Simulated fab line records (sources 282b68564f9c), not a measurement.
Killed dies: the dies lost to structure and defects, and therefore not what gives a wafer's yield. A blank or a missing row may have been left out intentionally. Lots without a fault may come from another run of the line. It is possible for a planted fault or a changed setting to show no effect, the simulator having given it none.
One fault seen from 2 desks || flow rit cmos || each desk holds nothing but its own numbers, with what lay behind them at the end

## FROM THE METROLOGY DESK
Means of the sampled wafers that have a number, per lot and without regard to the tool the lot ran on: this is what the gauges read. If a lot's mean is further than 4 standard deviations from the usual mean, the lot is out of limits and carries the mark OUT (the distance appears in the brackets).
Columns: A = NLDD_TW at RIT_NLDD_TW_MEAS_10, usual 2492; B = PLDD_OVL at RIT_PLDD_OVL_MEAS_06, usual -1.4 nm; C = PSD_OVL at RIT_PSD_OVL_MEAS_06, usual 0.9 nm
{"lot": "L160", "first seen here": "day 2 23:41", "A": 2532, "B": -1.2, "C": -0.5}
{"lot": "L161", "first seen here": "day 3 00:08", "A": 2523, "B": -1.2, "C": -0.8}
{"lot": "L162", "first seen here": "day 3 09:03", "A": 2472, "B": -3.8, "C": 0.9}
{"lot": "L163", "first seen here": "day 3 10:46", "A": 2458, "B": -0.1, "C": 1.3}
{"lot": "L164", "first seen here": "day 3 18:08", "A": 2524, "B": -0.7, "C": -1.2}
{"lot": "L165", "first seen here": "day 3 19:44", "A": 2457, "B": -0.9, "C": -0.1}
{"lot": "L173", "first seen here": "day 5 10:08", "A": 2531, "B": -1.4, "C": 0.3}
{"lot": "L174", "first seen here": "day 5 16:08", "A": 2533, "B": -2.5, "C": -0.0}
{"lot": "L176", "first seen here": "day 6 01:53", "A": 2457, "B": -1.2, "C": 3.2}
{"lot": "L179", "first seen here": "day 6 17:17", "A": 2462, "B": -1.8, "C": 2.3}
{"lot": "L180", "first seen here": "day 6 22:40", "A": 2537, "B": -2.0, "C": 1.9}
{"lot": "L181", "first seen here": "day 7 03:03", "A": 2467, "B": -1.1, "C": 2.8}
{"lot": "L182", "first seen here": "day 7 08:50", "A": 2466, "B": 0.3, "C": -0.6}
{"lot": "L183", "first seen here": "day 7 12:05", "A": 2468, "B": -0.6, "C": -0.3}
This desk's verdict: no lot among the 14 shows anything out of limits.

## TOOL OWNER'S DESK, litho track-03
At RIT_NSD_HARDBAKE_07 (time 60 s), the tool's own readings, given per lot that ran on this tool as the mean of the sampled wafers with a number. If a lot's mean is further than 4 standard deviations from the usual mean, the lot is out of limits and carries the mark OUT (the distance appears in the brackets).
Columns: A = heater power total W at RIT_NSD_HARDBAKE_07, usual 62.55 W; B = plate temp C at RIT_NSD_HARDBAKE_07, usual 139.99 C
{"lot": "L161", "first seen here": "day 3 06:40", "A": 62.54, "B": 140.01}
{"lot": "L163", "first seen here": "day 3 16:35", "A": 62.60, "B": 139.94}
{"lot": "L165", "first seen here": "day 4 01:16", "A": 62.57, "B": 139.96}
{"lot": "L173", "first seen here": "day 5 15:14", "A": "61.47 (-22) OUT", "B": "138.19 (-14) OUT"}
{"lot": "L174", "first seen here": "day 5 21:08", "A": "61.52 (-21) OUT", "B": "138.23 (-14) OUT"}
This desk's finding: out of limits on L173, L174; first on L173, day 5 15:14 (heater power total W at RIT_NSD_HARDBAKE_07). Within limits: L161, L163, L165.

## BROUGHT TOGETHER
An alarm could have come from the tool owner's desk at day 5 15:14, on L173, L174.
Nothing out of limits was seen by the metrology desk.
The metrology desk has L173, L174 on record, within its limits.
RIT_NSD_HARDBAKE_07 was run on litho track-03 by each of the lots named.

## WHAT WAS PUT IN BY THE SIMULATOR
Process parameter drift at RIT_NSD_HARDBAKE_07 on litho track-03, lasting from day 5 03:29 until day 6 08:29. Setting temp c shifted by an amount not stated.
Shown lots that were struck: L173, L174.
Each desk's first reading out of limits, in hours after the fault started: the tool owner's desk, 12.
